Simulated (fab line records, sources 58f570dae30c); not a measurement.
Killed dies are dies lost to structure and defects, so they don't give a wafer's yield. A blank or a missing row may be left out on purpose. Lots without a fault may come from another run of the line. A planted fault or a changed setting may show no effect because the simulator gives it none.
fab line records | flow berkeley_cmos170 | part 1 of 2: steps 1 to 33 of 44
record lots=5 wafers=15 last_day=12
route steps=331 shown PWELL@41 WELLDRIVE@55 ACTIVE@60 PFIELD@79
lots that met no fault: from a run of the same line without faults
start_h: hours from the record's first day to the start of the lot's first wafer shown | wait_h: hours since the lot's step before | " the same as in the row above | L1.1+2: a row that stands for several wafers | - no value, or no start given | * or withheld: withheld | < > ~ a bound
route shown NAME@n: a module of which the file shows steps, and the number in the route of the first | usual: mean/standard deviation of fault-free wafers | same: alike in all rows | chamber/n: place in a boat | sites: the reading at each site | _std_site: their standard deviation | _edge_site: outer sites' mean less inner sites' | radius_mm: how far each site lies from the wafer's centre | mask NAME#n: copy n | behind: the tool/chamber that last shaped the wafer | hold: why the lot was held/for how many hours/how that ended | device: the transistor (n, p or np) that didn't switch | end of line: the same wafers' tests at the end of the route | a step without rows: its recipe alone | killed: dies lost to structure and defects at the first sort, not the wafer's yield | map: a wafer's dies, x killed, . not, _ none there
set.NAME: the setting as run; set.NAME@STEP: as run at that earlier step | model.NAME: the simulator's own value behind a step, which no gauge read
lots at some steps of the route; a table a step, a row a wafer
services: from which hour (start_h, from the record's first day; less than 0 if before it) a tool's chamber was out of use, for how many hours, and why
## steps
# step UCB170_PWELL_HMDS_07
# recipe prime_time_s=60 prime_temp_c=100
# columns lot.wafer tool chamber start_h wait_h
L079.3+4+5 litho_track-01 0 68.42 0.7
L084.2+4+5 litho_track-04 0 96.74 0.7
L088.2+3+5 litho_track-01 0 108.83 0.1
L093.2+4+6 litho_track-01 0 140.73 0.1
L095.1+4+5 litho_track-03 0 159.27 0.4
# step UCB170_PWELL_COAT_08
# recipe resist=KrF spin_rpm=1500 resist_thk_nm=900
# columns lot.wafer tool chamber start_h wait_h
L079.3+4+5 litho_track-01 0 68.57 0.1
L084.2+4+5 litho_track-04 0 96.89 0.1
L088.2+3+5 litho_track-01 0 108.98 0.1
L093.2+4+6 litho_track-01 0 140.88 0.1
L095.1+4+5 litho_track-03 0 159.42 0.1
# step UCB170_PWELL_SOFTBAKE_09
# recipe resist=KrF temp_c=130 time_s=60
# columns lot.wafer tool chamber start_h wait_h
L079.3+4+5 litho_track-01 0 68.72 0.1
L084.2+4+5 litho_track-04 0 97.04 0.1
L088.2+3+5 litho_track-01 0 109.13 0.1
L093.2+4+6 litho_track-01 0 141.03 0.1
L095.1+4+5 litho_track-03 0 159.57 0.1
# step UCB170_PWELL_EXPOSE_10
# recipe mask_id=PWELL target_cd_nm=3000 na=0.5 sigma_outer=0.6 source_shape=conventional dose_mj=19
# usual exposure_dose_mJ_cm2=19.000/0.021
# same na=0.5
# columns lot.wafer tool chamber start_h wait_h mask exposure_dose_mJ_cm2
L079.3 krf_scanner-02 0 68.98 0.2 PWELL#0 19.016
L079.4 " 0 " " PWELL#0 19.040
L079.5 " 0 " " PWELL#0 18.984
L084.2 krf_scanner-01 0 97.31 0.2 PWELL#0 18.982
L084.4 " 0 " " PWELL#0 19.021
L084.5 " 0 " " PWELL#0 19.002
L088.2 krf_scanner-01 0 109.28 0.1 PWELL#0 19.040
L088.3 " 0 " " PWELL#0 19.046
L088.5 " 0 " " PWELL#0 19.054
L093.2 krf_scanner-02 0 141.18 0.1 PWELL#0 18.990
L093.4 " 0 " " PWELL#0 18.971
L093.6 " 0 " " PWELL#0 18.994
L095.1 krf_scanner-02 0 160.02 0.4 PWELL#0 19.009
L095.4 " 0 " " PWELL#0 19.006
L095.5 " 0 " " PWELL#0 19.018
# step UCB170_PWELL_PEB_11
# recipe peb_temp_c=130 peb_time_s=withheld resist=KrF
# columns lot.wafer tool chamber start_h wait_h
L079.3+4+5 litho_track-04 0 69.77 0.8
L084.2+4+5 litho_track-01 0 97.85 0.5
L088.2+3+5 litho_track-03 0 109.42 0.1
L093.2+4+6 litho_track-04 0 141.30 0.1
L095.1+4+5 litho_track-01 0 160.13 0.1
# step UCB170_PWELL_DEVELOP_12
# recipe developer=TMAH develop_time_s=45 resist=KrF dev_temp_c=21
# usual developer_temp_C=20.97/0.11
# columns lot.wafer tool chamber start_h wait_h developer_temp_C
L079.3 litho_track-04 0 - - 21.07
L079.4 " 0 " " 21.05
L079.5 " 0 " " 21.06
L084.2 litho_track-01 0 - - 20.79
L084.4 " 0 " " 20.78
L084.5 " 0 " " 20.86
L088.2 litho_track-03 0 - - 21.10
L088.3 " 0 " " 20.94
L088.5 " 0 " " 21.19
L093.2 litho_track-04 0 - - 20.90
L093.4 " 0 " " 20.97
L093.6 " 0 " " 20.86
L095.1 litho_track-01 0 - - 20.91
L095.4 " 0 " " 21.00
L095.5 " 0 " " 21.10
# step UCB170_PWELL_OVL_MEAS_13
# usual PWELL_OVL=-3/4.6
# columns lot.wafer tool chamber start_h wait_h PWELL_OVL[nm]
L079.3 overlay-01 - 70.00 - -4
L079.4 " - " " -9
L079.5 " - " " -5
L084.2 overlay-02 - 98.10 - -2
L084.4 " - " " -2
L084.5 " - " " 2
L088.2 overlay-02 - 109.67 - -5
L088.3 " - " " -4
L088.5 " - " " 0
L093.2 overlay-02 - 141.56 - -1
L093.4 " - " " 2
L093.6 " - " " -2
L095.1 overlay-02 - 160.41 - -1
L095.4 " - " " -3
L095.5 " - " " 2
# step UCB170_PWELL_ETCH_14
# recipe chemistry=CH3F/Ar/O2 target=Si3N4 stop_on=SiO2 CH3F_flow_sccm=20 Ar_flow_sccm=50 O2_flow_sccm=7 pressure_mtorr=50 rf_w=436 target_depth_a=2420 over_etch_frac=0.1 time_s=151
# usual drypump_motor_current_A=5.6/0.38 oes_product_au=0.935/0.013 throttle_valve_pct=8.08/0.15
# columns lot.wafer tool chamber start_h wait_h drypump_motor_current_A oes_product_au rf_hours_counter_h throttle_valve_pct
L079.3 rie_diel-03 3 70.03 0.0 5.5 0.935 159 7.87
L079.4 " 0 " " 6.0 0.955 145 7.96
L079.5 " 3 " " 5.6 0.942 - 7.89
L084.2 rie_diel-01 3 98.13 0.0 6.0 0.953 134 8.16
L084.4 " 2 " " 5.1 0.954 56 8.23
L084.5 " 0 " " 5.2 0.929 - 8.16
L088.2 rie_diel-01 3 109.70 0.0 6.0 0.957 134 8.15
L088.3 " 1 " " 4.8 0.922 102 8.26
L088.5 " 1 " " 4.8 0.920 - 8.27
L093.2 rie_diel-01 2 141.59 0.0 5.2 0.943 58 8.20
L093.4 " 0 " " 5.2 0.934 154 8.18
L093.6 " 2 " " 5.1 0.946 - 8.21
L095.1 rie_diel-01 2 160.44 0.0 5.0 0.941 59 8.21
L095.4 " 3 " " 6.0 0.944 137 8.15
L095.5 " 0 " " 5.2 0.930 - 8.17
# step UCB170_PWELL_IMPLANT_15
# recipe species=B dose_cm2=5e+12 energy_kev=60 tilt_deg=7
# usual beam_energy_keV=59.999/0.019 dose_ions_cm2=5e+12/5.6e+09
# columns lot.wafer tool chamber start_h wait_h beam_energy_keV dose_ions_cm2
L079.3 implanter-01 0 70.18 0.1 59.985 5.001e+12
L079.4 " 0 " " 60.004 5.004e+12
L079.5 " 0 " " 60.007 5.003e+12
L084.2 implanter-01 0 98.26 0.1 59.982 5.001e+12
L084.4 " 0 " " 59.968 5.001e+12
L084.5 " 0 " " 59.988 5e+12
L088.2 implanter-02 0 109.83 0.1 60.010 4.995e+12
L088.3 " 0 " " 59.998 5.003e+12
L088.5 " 0 " " 59.967 4.993e+12
L093.2 implanter-02 0 141.71 0.1 59.987 4.995e+12
L093.4 " 0 " " 59.970 4.993e+12
L093.6 " 0 " " 60.003 5.004e+12
L095.1 implanter-04 0 160.55 0.1 60.016 5.007e+12
L095.4 " 0 " " 60.023 4.998e+12
L095.5 " 0 " " 59.998 5.006e+12
# step UCB170_PWELL_STRIP_16
# recipe chemistry=O2 power_w=400 pressure_mtorr=3500 platen_temp_c=withheld o2_flow_sccm=400 overash_fraction=0.5
# usual drypump_motor_current_A=5.6/0.4 oes_product_au=0.721/0.0047 strip_time_to_endpoint_s=18.16/0.092
# columns lot.wafer tool chamber start_h wait_h drypump_motor_current_A oes_product_au rf_hours_counter_h strip_time_to_endpoint_s
L079.3 plasma_asher-01 1 70.31 0.1 5.5 0.718 - 18.03
L079.4 " 0 " " 5.1 0.712 - 18.03
L079.5 " 0 " " 5.1 0.719 - 18.05
L084.2 plasma_asher-01 1 98.38 0.1 5.5 0.716 40 18.16
L084.4 " 1 " " 5.5 0.722 - 18.19
L084.5 " 0 " " 5.1 0.724 - 18.20
L088.2 plasma_asher-01 0 109.95 0.1 5.1 0.727 42 18.25
L088.3 " 1 " " 5.5 0.730 - 18.18
L088.5 " 1 " " 5.5 0.717 - 18.24
L093.2 plasma_asher-04 1 141.84 0.1 5.3 0.720 2 18.19
L093.4 " 0 " " 6.3 0.726 - 18.14
L093.6 " 0 " " 6.3 0.722 - 18.18
L095.1 plasma_asher-03 0 160.70 0.1 6.0 0.721 47 18.03
L095.4 " 0 " " 6.0 0.722 - 17.92
L095.5 " 0 " " 6.0 0.717 - 18.04
# step UCB170_PWELL_TW_MEAS_17
# usual PWELL_TW=383/5.1
# columns lot.wafer tool chamber start_h wait_h PWELL_TW
L079.3 film_metro-04 - 70.40 0.1 383
L079.4 " - " " 381
L079.5 " - " " 383
L084.2 film_metro-03 - 98.49 0.1 380
L084.4 " - " " 381
L084.5 " - " " 378
L088.2 film_metro-04 - 110.06 0.1 378
L088.3 " - " " 380
L088.5 " - " " 380
L093.2 film_metro-03 - 141.95 0.1 380
L093.4 " - " " 380
L093.6 " - " " 380
L095.1 film_metro-04 - 160.80 0.1 381
L095.4 " - " " 381
L095.5 " - " " 383
# step UCB170_PWELL_CLEAN_18
# recipe chemistry=SPM temp_c=120 time_s=600
# columns lot.wafer tool chamber start_h wait_h
L079.3+4+5 wet_bench-03 0 70.45 0.0
L084.2+4+5 wet_bench-02 2 99.16 0.7
L088.2+3+5 wet_bench-03 3 110.15 0.1
L093.2+4+6 wet_bench-03 1 142.00 0.0
L095.1+4+5 wet_bench-02 2 161.12 0.3
# step UCB170_PWELL_WET_ETCH_19
# recipe chemistry=H3PO4 target=Si3N4 temp_c=160 time_s=14400
# columns lot.wafer tool chamber start_h wait_h
L079.3+4+5 wet_bench-03 2 70.63 0.0
L084.2+4+5 wet_bench-02 1 99.51 0.2
L088.2+3+5 wet_bench-02 1 110.50 0.0
L093.2+4+6 wet_bench-03 3 142.17 0.0
L095.1+4+5 wet_bench-04 3 161.36 0.1
# step UCB170_PWELL_WET_ETCH_20
# recipe chemistry=BOE dilution=5:1 target=SiO2 temp_c=25 time_s=22
# columns lot.wafer tool chamber start_h wait_h
L079.3+4+5 wet_bench-02 2 74.64 0.0
L084.2+4+5 wet_bench-04 0 103.52 0.0
L088.2+3+5 wet_bench-02 3 115.31 0.8
L093.2+4+6 wet_bench-03 3 146.42 0.2
L095.1+4+5 wet_bench-02 3 165.74 0.0
# step UCB170_WELLDRIVE_CLEAN_00
# recipe chemistry=SPM temp_c=120 time_s=600
# columns lot.wafer tool chamber start_h wait_h
L079.3+4+5 wet_bench-03 1 74.65 0.0
L084.2+4+5 wet_bench-02 0 103.53 0.0
L088.2+3+5 wet_bench-04 0 116.16 0.8
L093.2+4+6 wet_bench-03 1 146.65 0.2
L095.1+4+5 wet_bench-04 3 165.75 0.0
# step UCB170_WELLDRIVE_OXIDATION_01
# recipe temp_c=1100 ambient=O2 target_thk_a=1990 ox_time_s=9000
# same ox_time_s=9000
# columns lot.wafer tool chamber start_h wait_h
L079.3+4+5 furnace-03 0 77.56 2.7
L084.2+4+5 furnace-01 0 105.53 1.8
L088.2+3+5 furnace-04 0 118.72 2.4
L093.2+4+6 furnace-03 0 151.38 4.5
L095.1+4+5 furnace-04 0 168.20 2.3
# step UCB170_WELLDRIVE_THK_MEAS_02
# recipe reads=SiO2_of_WELLDRIVE_OXIDATION_01
# usual WELLDRIVE_OXIDE_THK=199/3.8
# columns lot.wafer tool chamber start_h wait_h WELLDRIVE_OXIDE_THK[nm]
L079.3 film_metro-04 - 81.08 0.0 202
L079.4 " - " " 196
L079.5 " - " " 199
L084.2 film_metro-04 - 109.04 0.0 201
L084.4 " - " " 201
L084.5 " - " " 203
L088.2 film_metro-01 - 122.23 0.0 192
L088.3 " - " " 187
L088.5 " - " " 192
L093.2 film_metro-01 - 154.89 0.0 198
L093.4 " - " " 198
L093.6 " - " " 198
L095.1 film_metro-02 - 171.76 0.1 200
L095.4 " - " " 200
L095.5 " - " " 199
# step UCB170_WELLDRIVE_ANNEAL_03
# recipe temp_c=1100 time_s=900 ambient=N2
# columns lot.wafer tool chamber start_h wait_h
L079.3+4+5 furnace-04 0 82.98 1.9
L084.2+4+5 furnace-03 0 111.25 2.2
L088.2+3+5 furnace-03 0 126.85 4.6
L093.2+4+6 furnace-01 0 157.42 2.5
L095.1+4+5 furnace-03 0 177.61 5.8
# step UCB170_WELLDRIVE_WET_ETCH_04
# recipe chemistry=BOE dilution=5:1 target=SiO2 temp_c=25 time_s=120
# columns lot.wafer tool chamber start_h wait_h
L079.3+4+5 wet_bench-04 0 85.13 0.9
L084.2+4+5 wet_bench-02 3 114.51 2.0
L088.2+3+5 wet_bench-04 3 128.15 0.1
L093.2+4+6 wet_bench-03 2 158.67 0.0
L095.1+4+5 wet_bench-04 2 178.86 0.0
# step UCB170_ACTIVE_CLEAN_00
# recipe chemistry=SPM temp_c=120 time_s=600
# columns lot.wafer tool chamber start_h wait_h
L079.3+4+5 wet_bench-04 3 85.39 0.2
L084.2+4+5 wet_bench-02 2 115.50 1.0
L088.2+3+5 wet_bench-04 3 128.20 0.0
L093.2+4+6 wet_bench-02 3 158.71 0.0
L095.1+4+5 wet_bench-04 1 178.90 0.0
# step UCB170_ACTIVE_CLEAN_01
# recipe chemistry=dHF dilution=25:1 time_s=60
# columns lot.wafer tool chamber start_h wait_h
L079.3+4+5 wet_bench-04 2 85.76 0.2
L084.2+4+5 wet_bench-04 0 116.34 0.7
L088.2+3+5 wet_bench-04 3 128.55 0.2
L093.2+4+6 wet_bench-03 3 158.89 0.0
L095.1+4+5 wet_bench-04 3 179.07 0.0
# step UCB170_ACTIVE_OXIDATION_02
# recipe temp_c=1000 ambient=O2 target_thk_a=264 ox_time_s=1260
# same ox_time_s=1260
# columns lot.wafer tool chamber start_h wait_h
L079.3+4+5 furnace-04 0 86.81 1.0
L084.2+4+5 furnace-02 0 117.68 1.3
L088.2+3+5 furnace-04 0 132.17 3.6
L093.2+4+6 furnace-04 0 161.50 2.6
L095.1+4+5 furnace-03 0 183.19 4.1
# step UCB170_ACTIVE_THK_MEAS_03
# recipe reads=SiO2_of_ACTIVE_OXIDATION_02
# usual ACTIVE_OXIDE_THK=26.4/0.5
# columns lot.wafer tool chamber start_h wait_h ACTIVE_OXIDE_THK[nm]
L079.3 film_metro-03 - 88.18 0.0 26.1
L079.4 " - " " 25.9
L079.5 " - " " 26.2
L084.2 film_metro-01 - 119.04 0.0 27.0
L084.4 " - " " 27.2
L084.5 " - " " 27.4
L088.2 film_metro-01 - 133.53 0.0 26.5
L088.3 " - " " 26.7
L088.5 " - " " 26.4
L093.2 film_metro-02 - 162.86 0.0 25.8
L093.4 " - " " 25.9
L093.6 " - " " 25.7
L095.1 film_metro-03 - 184.54 0.0 26.9
L095.4 " - " " 26.7
L095.5 " - " " 26.7
# step UCB170_ACTIVE_ANNEAL_04
# recipe temp_c=1000 time_s=900 ambient=N2
# columns lot.wafer tool chamber start_h wait_h
L079.3+4+5 furnace-02 0 89.82 1.6
L084.2+4+5 furnace-03 0 124.35 5.3
L088.2+3+5 furnace-02 0 135.98 2.4
L093.2+4+6 furnace-04 0 164.20 1.3
L095.1+4+5 furnace-02 0 187.65 3.1
# step UCB170_ACTIVE_CVD_05
# recipe material=Si3N4 target_thk_nm=220 temp_c=800 precursor=SiH2Cl2/NH3 time_s=3300 pressure_mtorr=200 sih2cl2_flow_sccm=25 nh3_flow_sccm=75
# usual nh3_flow_sccm=75.00/0.23
# columns lot.wafer tool chamber start_h wait_h nh3_flow_sccm
L079.3 lpcvd-01 0 92.65 1.6 74.65
L079.4 " 0 " " 74.88
L079.5 " 0 " " 74.92
L084.2 lpcvd-01 0 125.60 0.0 74.97
L084.4 " 0 " " 75.19
L084.5 " 0 " " 74.99
L088.2 lpcvd-02 0 137.23 0.0 74.95
L088.3 " 0 " " 75.10
L088.5 " 0 " " 74.82
L093.2 lpcvd-01 0 165.45 0.0 75.04
L093.4 " 0 " " 74.92
L093.6 " 0 " " 75.32
L095.1 lpcvd-02 0 188.90 0.0 75.06
L095.4 " 0 " " 74.85
L095.5 " 0 " " 74.71
# step UCB170_ACTIVE_THK_MEAS_06
# recipe reads=Si3N4_of_ACTIVE_CVD_05
# usual ACTIVE_NITRIDE_THK=219.7/2.8
# columns lot.wafer tool chamber start_h wait_h ACTIVE_NITRIDE_THK[nm]
L079.3 film_metro-03 - 94.58 0.0 217.3
L079.4 " - " " 217.0
L079.5 " - " " 218.0
L084.2 film_metro-03 - 127.52 0.0 221.1
L084.4 " - " " 218.0
L084.5 " - " " 219.0
L088.2 film_metro-01 - 139.16 0.0 219.4
L088.3 " - " " 219.9
L088.5 " - " " 217.8
L093.2 film_metro-01 - 167.38 0.0 221.5
L093.4 " - " " 221.0
L093.6 " - " " 220.7
L095.1 film_metro-01 - 190.91 0.1 219.7
L095.4 " - " " 223.1
L095.5 " - " " 220.8
# step UCB170_ACTIVE_HMDS_07
# recipe prime_time_s=60 prime_temp_c=100
# columns lot.wafer tool chamber start_h wait_h
L079.3+4+5 litho_track-03 0 95.34 0.7
L084.2+4+5 litho_track-02 0 127.60 0.1
L088.2+3+5 litho_track-04 0 139.81 0.6
L093.2+4+6 litho_track-02 0 167.73 0.3
L095.1+4+5 litho_track-04 0 191.42 0.5
# step UCB170_ACTIVE_COAT_08
# recipe resist=KrF spin_rpm=1500 resist_thk_nm=900
# columns lot.wafer tool chamber start_h wait_h
L079.3+4+5 litho_track-03 0 95.49 0.1
L084.2+4+5 litho_track-02 0 127.75 0.1
L088.2+3+5 litho_track-04 0 139.96 0.1
L093.2+4+6 litho_track-02 0 167.88 0.1
L095.1+4+5 litho_track-04 0 191.57 0.1
# step UCB170_ACTIVE_SOFTBAKE_09
# recipe resist=KrF temp_c=130 time_s=60
# columns lot.wafer tool chamber start_h wait_h
L079.3+4+5 litho_track-03 0 95.64 0.1
L084.2+4+5 litho_track-02 0 127.90 0.1
L088.2+3+5 litho_track-04 0 140.11 0.1
L093.2+4+6 litho_track-02 0 168.03 0.1
L095.1+4+5 litho_track-04 0 191.72 0.1
# step UCB170_ACTIVE_EXPOSE_10
# recipe mask_id=ACTIVE target_cd_nm=1200 na=0.5 sigma_outer=0.6 source_shape=conventional dose_mj=20
# usual exposure_dose_mJ_cm2=20.07/0.095
# same na=0.5
# columns lot.wafer tool chamber start_h wait_h mask exposure_dose_mJ_cm2
L079.3 krf_scanner-01 0 95.78 0.1 ACTIVE#0 20.15
L079.4 " 0 " " ACTIVE#0 20.18
L079.5 " 0 " " ACTIVE#0 20.16
L084.2 krf_scanner-02 0 128.04 0.1 ACTIVE#0 19.98
L084.4 " 0 " " ACTIVE#0 19.97
L084.5 " 0 " " ACTIVE#0 19.97
L088.2 krf_scanner-01 0 140.38 0.2 ACTIVE#0 20.18
L088.3 " 0 " " ACTIVE#0 20.18
L088.5 " 0 " " ACTIVE#0 20.19
L093.2 krf_scanner-01 0 168.37 0.3 ACTIVE#0 20.15
L093.4 " 0 " " ACTIVE#0 20.16
L093.6 " 0 " " ACTIVE#0 20.17
L095.1 krf_scanner-01 0 192.09 0.3 ACTIVE#0 20.16
L095.4 " 0 " " ACTIVE#0 20.19
L095.5 " 0 " " ACTIVE#0 20.19
# step UCB170_ACTIVE_PEB_11
# recipe peb_temp_c=130 peb_time_s=withheld resist=KrF
# columns lot.wafer tool chamber start_h wait_h
L079.3+4+5 litho_track-03 0 96.34 0.5
L084.2+4+5 litho_track-04 0 128.17 0.1
L088.2+3+5 litho_track-04 0 140.54 0.1
L093.2+4+6 litho_track-04 0 168.90 0.5
L095.1+4+5 litho_track-02 0 192.52 0.4
# step UCB170_ACTIVE_DEVELOP_12
# recipe developer=TMAH develop_time_s=45 resist=KrF dev_temp_c=21
# usual developer_temp_C=21.02/0.1
# columns lot.wafer tool chamber start_h wait_h developer_temp_C
L079.3 litho_track-03 0 - - 20.93
L079.4 " 0 " " 21.15
L079.5 " 0 " " 20.98
L084.2 litho_track-04 0 - - 20.99
L084.4 " 0 " " 21.21
L084.5 " 0 " " 21.17
L088.2 litho_track-04 0 - - 21.10
L088.3 " 0 " " 21.03
L088.5 " 0 " " 21.11
L093.2 litho_track-04 0 - - 20.91
L093.4 " 0 " " 21.21
L093.6 " 0 " " 20.98
L095.1 litho_track-02 0 - - 20.89
L095.4 " 0 " " 20.98
L095.5 " 0 " " 21.07
# step UCB170_ACTIVE_CD_MEAS_13
# recipe target_cd_nm=1200
# usual cd_nm=1200.2/1.3
# columns lot.wafer tool chamber start_h wait_h cd_nm
L079.3 cd_sem-02 - 96.61 - 1202.4
L079.4 " - " " 1202.6
L079.5 " - " " 1201.7
L084.2 cd_sem-02 - 128.44 - 1200.6
L084.4 " - " " 1200.7
L084.5 " - " " 1199.0
L088.2 cd_sem-02 - 140.85 - 1199.7
L088.3 " - " " 1198.4
L088.5 " - " " 1199.8
L093.2 cd_sem-02 - 169.17 - 1199.7
L093.4 " - " " 1200.8
L093.6 " - " " 1202.0
L095.1 cd_sem-02 - 192.82 - 1199.3
L095.4 " - " " 1199.3
L095.5 " - " " 1199.2
